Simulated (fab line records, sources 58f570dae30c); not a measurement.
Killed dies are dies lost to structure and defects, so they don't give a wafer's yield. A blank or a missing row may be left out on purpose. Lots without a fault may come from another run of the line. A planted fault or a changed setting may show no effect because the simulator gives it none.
Chamber matching | flow berkeley_cmos170 | UCB170_ACTIVE_CLEAN_00 on wet_bench-02: 4 sister chambers
The step cleans in SPM, time 600 s. 8 wafers are shown with their chamber, then 10 later ones without.

WAFERS WITH THEIR CHAMBER
wafer  | chamber | bath_heat_duty_pct (%) | bath_guard_temp_C (C)
L296.5 | 3       | 13.1                   | 120.8
L296.6 | 3       | 14.6                   | 120.4
L298.5 | 2       | 16.3                   | 119.8
L298.6 | 2       | 18.1                   | 119.9
L303.3 | 1       | 11.0                   | 120.2
L303.6 | 1       | 12.0                   | 120.1
L304.4 | 0       | 14.2                   | 120.7
L304.5 | 0       | 14.9                   | 121.0

WAFERS WITHOUT THEIR CHAMBER
wafer  | bath_heat_duty_pct (%) | bath_guard_temp_C (C)
L304.6 | 15.1                   | 121.0
L312.3 | 12.9                   | 120.3
L312.5 | 15.6                   | 120.4
L312.6 | 12.8                   | 120.2
L317.1 | 13.4                   | 120.4
L317.5 | 14.5                   | 120.7
L317.6 | 13.7                   | 120.8
L318.1 | 15.9                   | 119.7
L318.2 | 17.0                   | 119.9
L318.4 | 15.6                   | 119.6

WHICH CHAMBER EACH WENT THROUGH
wafer  | from the rows above          | in truth
L304.6 | can't be placed: 0 or 3      | 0
L312.3 | can't be placed: 1 or 3 or 0 | 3
L312.5 | can't be placed: 3 or 0 or 2 | 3
L312.6 | can't be placed: 1 or 3      | 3
L317.1 | can't be placed: 3 or 1 or 0 | 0
L317.5 | can't be placed: 0 or 3      | 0
L317.6 | can't be placed: 0 or 3      | 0
L318.1 | 2                            | 2
L318.2 | 2                            | 2
L318.4 | 2                            | 2
Placed correctly: 3 of 10. Can't be placed from these rows: 7 (the true chamber is among the candidates in 7). Placed wrongly: 0.
How it was worked out, from the rows above alone: a wafer's distance from a chamber is the root of the sum, over the readings, of the square of ((its reading less the chamber's mean) divided by the reading's scatter). The wafer belongs to the nearest chamber; if the next one is less than 2 further off, it can't be placed. A chamber's mean is the mean of its shown wafers. The scatter: the root of (the sum of the squares of (reading less its chamber's mean) over the shown wafers, divided by (wafers less chambers)).
